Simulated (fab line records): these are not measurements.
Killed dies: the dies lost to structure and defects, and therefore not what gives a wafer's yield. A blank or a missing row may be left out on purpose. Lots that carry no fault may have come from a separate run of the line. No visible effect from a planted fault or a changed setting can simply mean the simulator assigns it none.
Which tool was responsible? | flow berkeleyCmos170 | 12 lots, 36 wafers sampled, at 5 steps of a route of 331

== WHAT EACH GAUGE READ, for each wafer ==
UCB170_NWELL_THK_MEAS_02. Usual: NWELL_OXIDE_THK typically reads 26.3 nm, with standard deviation 0.55.
lot  | measured    | on           | NWELL_OXIDE_THK (nm) | flag
L468 | day 2 06:08 | filmMetro-02 | 26.7 26.9 26.4       | 
L469 | day 2 11:34 | filmMetro-03 | 27.1 27.3 26.8       | 
L474 | day 3 06:32 | filmMetro-03 | 26.5 25.9 25.9       | 
L473 | day 3 06:33 | filmMetro-02 | 25.3 24.7 25.3       | 
L475 | day 3 19:11 | filmMetro-03 | 26.7 26.8 27.4       | 
L477 | day 4 04:32 | filmMetro-02 | 26.6 26.1 26.1       | 
L478 | day 4 04:32 | filmMetro-04 | 26.3 26.5 25.9       | 
L480 | day 4 13:10 | filmMetro-04 | 26.2 26.6 26.9       | 
L482 | day 4 21:58 | filmMetro-02 | 26.0 26.2 25.9       | 
L486 | day 5 21:21 | filmMetro-03 | 26.0 26.3 26.4       | 
L488 | day 6 09:40 | filmMetro-02 | 26.6 26.5 26.3       | 
L491 | day 7 02:00 | filmMetro-02 | 25.4 25.1 25.2       | 

UCB170_ACTIVE_CD_MEAS_13: the cd target is 1200 nm. Usual: cdNm at 1200.0 nm, with a standard deviation of 1.4.
lot  | measured    | on       | cdNm (nm)            | flag
L468 | day 5 01:19 | cdSem-01 | 1199.0 1200.0 1199.7 | 
L469 | day 5 01:04 | cdSem-02 | 1202.5 1200.6 1201.0 | 
L474 | day 6 03:07 | cdSem-02 | 1200.7 1201.0 1200.5 | 
L473 | day 6 03:15 | cdSem-02 | 1200.0 1198.7 1199.3 | 
L475 | day 6 18:12 | cdSem-01 | 1199.3 1198.9 1199.7 | 
L477 | day 7 02:44 | cdSem-02 | 1200.1 1199.0 1199.7 | 
L478 | day 7 03:00 | cdSem-01 | 1198.9 1200.2 1199.0 | 
L480 | day 7 05:20 | cdSem-02 | 1198.8 1198.4 1199.2 | 
L482 | day 7 22:57 | cdSem-01 | 1200.8 1201.2 1200.9 | 
L486 | day 9 02:22 | cdSem-02 | 1202.0 1202.0 1202.2 | 
L488 | day 9 02:46 | cdSem-02 | 1199.0 1200.0 1200.1 | 
L491 | day 9 15:41 | cdSem-01 | 1200.9 1200.7 1200.6 | 

UCB170_FIELD_THK_MEAS_91. Usual: FIELD_OXIDE_LEFT_2_THK typically reads 351 nm, with standard deviation 9.3.
lot  | measured     | on           | FIELD_OXIDE_LEFT_2_THK (nm) | flag
L468 | day 6 23:43  | filmMetro-01 | 347 346 349                 | 
L469 | day 6 23:43  | filmMetro-02 | 343 351 348                 | 
L474 | day 8 03:53  | filmMetro-01 | 343 344 352                 | 
L473 | day 8 03:37  | filmMetro-01 | 351 349 348                 | 
L475 | day 8 09:41  | filmMetro-03 | 350 355 344                 | 
L477 | day 8 17:38  | filmMetro-02 | 356 355 355                 | 
L478 | day 8 17:56  | filmMetro-02 | 363 356 348                 | 
L480 | day 8 16:56  | filmMetro-02 | 362 362 348                 | 
L482 | day 9 14:19  | filmMetro-01 | 353 362 358                 | 
L486 | day 10 17:10 | filmMetro-02 | 348 351 356                 | 
L488 | day 10 17:29 | filmMetro-01 | 363 365 350                 | 
L491 | day 11 09:51 | filmMetro-02 | 345 351 349                 | 

UCB170_V2_CD_MEAS_12: the cd target is 700 nm. Usual: cdNm at 699.9 nm, with a standard deviation of 1.4.
lot  | measured     | on       | cdNm (nm)                           | flag
L468 | day 9 03:32  | cdSem-01 | 700.0 700.8 700.8                   | 
L469 | day 9 04:58  | cdSem-01 | 699.6 701.1 700.4                   | 
L474 | day 10 00:19 | cdSem-01 | 702.9 704.3 703.5                   | 
L473 | day 10 02:26 | cdSem-01 | 705.3 705.7 706.2 705.0 705.9 705.7 | OFF
L475 | day 10 05:31 | cdSem-01 | 707.9 706.5 706.0 707.4 706.3 706.3 | OFF
L477 | day 10 19:49 | cdSem-02 | 700.6 700.3 701.5                   | 
L478 | day 10 18:16 | cdSem-02 | 705.4 705.2 705.8 705.4 705.0 705.7 | OFF
L480 | day 10 16:49 | cdSem-02 | 698.9 699.8 698.7                   | 
L482 | day 11 21:36 | cdSem-01 | 700.2 699.7 700.1                   | 
L486 | day 12 16:13 | cdSem-02 | 700.7 702.2 701.6                   | 
L488 | day 12 18:34 | cdSem-01 | 699.7 697.8 698.8                   | 
L491 | day 13 03:23 | cdSem-01 | 700.0 700.3 699.5                   | 

== WHICH TOOL RAN EACH LOT (tool, then ch and the chambers of the sampled wafers, then the start) ==
lot  | UCB170_V2_EXPOSE_09
L468 | krfScanner-01 ch 0, day 9 02:56
L469 | krfScanner-01 ch 0, day 9 04:04
L474 | krfScanner-02 ch 0, day 9 23:56
L473 | krfScanner-01 ch 0, day 10 02:03
L475 | krfScanner-01 ch 0, day 10 05:06
L477 | krfScanner-02 ch 0, day 10 19:25
L478 | krfScanner-01 ch 0, day 10 17:50
L480 | krfScanner-02 ch 0, day 10 15:58
L482 | krfScanner-02 ch 0, day 11 20:44
L486 | krfScanner-02 ch 0, day 12 15:49
L488 | krfScanner-02 ch 0, day 12 18:04
L491 | krfScanner-02 ch 0, day 13 02:16
- UCB170_V2_EXPOSE_09: exposes mask VIA2, target cd 700 nm.

== AS READ BY THE TOOLS THEMSELVES (means over the sampled wafers that have a number; for cases with no such wafer, the mark the record gives instead) ==
UCB170_V2_EXPOSE_09. Usual: exposureDoseMJCm2 at 37.00, with a standard deviation of 0.038.
lot  | tool          | exposureDoseMJCm2 | flag
L468 | krfScanner-01 | 37.03             | 
L469 | krfScanner-01 | 37.02             | 
L474 | krfScanner-02 | 36.99             | 
L473 | krfScanner-01 | 38.48             | OFF
L475 | krfScanner-01 | 38.19             | OFF
L477 | krfScanner-02 | 37.00             | 
L478 | krfScanner-01 | 37.96             | OFF
L480 | krfScanner-02 | 37.01             | 
L482 | krfScanner-02 | 37.03             | 
L486 | krfScanner-02 | 37.01             | 
L488 | krfScanner-02 | 36.97             | 
L491 | krfScanner-02 | 36.93             | 

== THE ANSWER, worked out from the rows above alone ==
Rule: a lot counts as off when the mean over its wafers that have a number is more than 3 standard deviations away from the usual mean. Also off: a lot with no number at a reading for which 4 or more lots have one. All remaining lots with rows at the step are treated as sound. First the gauges in route order, then the tools' own readings, where a lot's mean is used as printed above. At the first step where some lot is off, the reading lying furthest off is the one used; lots without a number count as furthest.
Off: L473, L475, L478 (UCB170_V2_CD_MEAS_12, cdNm).
If a tool, at a process step before that reading, ran all the lots that are off and no sound lot after the first of them, it fits. The gauges at UCB170_V2_CD_MEAS_12 aren't tried: what is off there is off at UCB170_V2_EXPOSE_09 too, on other tools, and a gauge's error can't cause that. One fits: krfScanner-01 at UCB170_V2_EXPOSE_09. A fault onset in the window from L469 (day 9 04:04, its last sound lot) to L473 (day 10 02:03, its first lot off) fits.
The tool's own readings at UCB170_V2_EXPOSE_09 bear it out: on the lots that are off they differ by more than 5 times the standard deviation of the sound lots' means. exposureDoseMJCm2 reads 38.21 there against 37.00 on the sound lots.

== WHAT WAS PUT IN BY THE SIMULATOR ==
Process parameters drifting: krfScanner-01 at UCB170_V2_EXPOSE_09, beginning at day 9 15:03. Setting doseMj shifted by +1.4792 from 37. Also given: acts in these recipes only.
Shown lots that were struck: L473, L475, L478. The rule above found the same.
